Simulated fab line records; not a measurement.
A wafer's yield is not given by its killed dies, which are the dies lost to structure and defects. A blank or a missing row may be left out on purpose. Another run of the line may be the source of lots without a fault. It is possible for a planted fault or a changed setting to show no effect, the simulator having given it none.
Split-lot trial + flow berkeleyCmos170 + 23 wafers read across 5 lots, on a route 331 steps long

ON THE SPLIT
At UCB170_M2_PEB_13, the setting pebTempC was moved away from the recipe's 130 C on 9 of the 23 wafers read, by -1.7% to +1.2%. All remaining wafers had this setting at the recipe value.

FROM THE SPLIT TO THE READING: what the file shows between them, 5 steps
- UCB170_M2_DEVELOP_14: develop time 45 s
- UCB170_M2_CD_MEAS_15: target cd 700 nm
- UCB170_M2_ETCH_17: etches BARC in N2/H2
- UCB170_M2_METAL_ETCH_18: etches Al in Cl2/BCl3, stops on SiO2, target depth 1170 nm, time 195 s
- UCB170_M2_STRIP_19: strips in O2

THE READING
cdNm at UCB170_M2_CD_MEAS_90, given in nm (cd target 700 nm). On this fab line, fault-free wafers typically give 699.6 nm with a standard deviation of 2.2 nm.

| wafer  | tool, chamber at the split | pebTempC as run, C | against the recipe | cdNm, nm | against lot-mates on the recipe |
|--------|----------------------------|--------------------|--------------------|----------|---------------------------------|
| L078.1 | lithoTrack-02, 0           | 130                | recipe             | 699.6    | -                               |
| L078.2 | lithoTrack-02, 0           | 130                | recipe             | 697.2    | -                               |
| L078.3 | lithoTrack-02, 0           | 130                | recipe             | 695.7    | -                               |
| L078.4 | lithoTrack-02, 0           | 130                | recipe             | 698.6    | -                               |
| L078.5 | lithoTrack-02, 0           | 130                | recipe             | 697.4    | -                               |
| L083.1 | lithoTrack-02, 0           | 130                | recipe             | 702.1    | -                               |
| L083.2 | lithoTrack-02, 0           | 128.8              | -0.9%              | 706.2    | +4.0                            |
| L083.4 | lithoTrack-02, 0           | 130                | recipe             | 702.3    | -                               |
| L083.5 | lithoTrack-02, 0           | 128.8              | -0.9%              | 710.1    | +7.9                            |
| L083.6 | lithoTrack-02, 0           | 128.8              | -0.9%              | 707.0    | +4.8                            |
| L082.1 | lithoTrack-02, 0           | 127.8              | -1.7%              | 712.3    | +13.4                           |
| L082.2 | lithoTrack-02, 0           | 127.8              | -1.7%              | 713.4    | +14.5                           |
| L082.3 | lithoTrack-02, 0           | 130                | recipe             | 698.9    | -                               |
| L082.4 | lithoTrack-02, 0           | 130                | recipe             | 698.9    | -                               |
| L082.5 | lithoTrack-02, 0           | 127.8              | -1.7%              | 716.3    | +17.4                           |
| L085.1 | lithoTrack-02, 0           | 130                | recipe             | 698.2    | -                               |
| L085.2 | lithoTrack-02, 0           | 131.5              | +1.2%              | 693.1    | -5.9                            |
| L085.3 | lithoTrack-02, 0           | 131.5              | +1.2%              | 686.8    | -12.2                           |
| L085.4 | lithoTrack-02, 0           | 130                | recipe             | 699.8    | -                               |
| L085.6 | lithoTrack-02, 0           | 131.5              | +1.2%              | 689.6    | -9.4                            |
| L084.1 | lithoTrack-01, 0           | 130                | recipe             | 703.9    | -                               |
| L084.5 | lithoTrack-01, 0           | 130                | recipe             | 700.3    | -                               |
| L084.6 | lithoTrack-01, 0           | 130                | recipe             | 702.8    | -                               |

THE FIT
A straight line over all 23 wafers: cdNm changes by -8.53 nm for each +1% of pebTempC; r = -0.95; the points scatter about the line by 2.3 nm.
The same after taking each lot's own level away (the mean of its wafers on the recipe; 23 wafers): -8.19 nm for each +1%; r = -0.97; scatter 1.8 nm.
The reading moves by 14 nm for the largest change in pebTempC, on that fit.
From 697.70 to 702.33 nm: that is the span of the lots' own levels, equal to 2.1 times the standard deviation above.
The two slopes agree, so the slope changes little with the lot-to-lot level.
Check: for one of the wafers moved furthest among these (-1.7%), held out of the fit, the line's prediction against its lot-mates is +13.9 nm. It came out at +13.4 nm against them.

ADDITIONAL SPLITS CARRIED BY THESE WAFERS
These wafers also went through other splits before the reading. Each is held against what the fit with the lots' levels taken away leaves over:
| other split on the same wafers | wafers away from the commonest value | r with cdNm (lot level and that fit taken away) |
|--------------------------------|--------------------------------------|-------------------------------------------------|
| UCB170_V1_EXPOSE_09 doseMj     | 7                                    | -0.32                                           |
| UCB170_M2_SPUTTER_01 timeS     | 11                                   | -0.16                                           |

THE WHOLE CHAIN: every reading that the file lists as answering this split, in the file's order
| step                    | what it does                                                           | reading                                                  | change (the file's fit)              | r (the file's) |
|-------------------------|------------------------------------------------------------------------|----------------------------------------------------------|--------------------------------------|----------------|
| UCB170_M2_CD_MEAS_15    | target cd 700 nm                                                       | cdNm                                                     | -8.61 nm for each +1% of the setting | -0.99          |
| UCB170_M2_ETCH_17       | etches BARC in N2/H2                                                   | M2.cdNm (the simulator's own value, which no gauge read) | -8.27 nm for each +1% of the setting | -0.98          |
| UCB170_M2_METAL_ETCH_18 | etches Al in Cl2/BCl3, stops on SiO2, target depth 1170 nm, time 195 s | M2.cdNm (the simulator's own value, which no gauge read) | -8.2 nm for each +1% of the setting  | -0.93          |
| UCB170_M2_CD_MEAS_90    | target cd 700 nm                                                       | cdNm                                                     | -8.19 nm for each +1% of the setting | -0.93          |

FILE'S OWN FIT
cdNm changes by -8.19 nm for each +1% of pebTempC, r = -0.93.
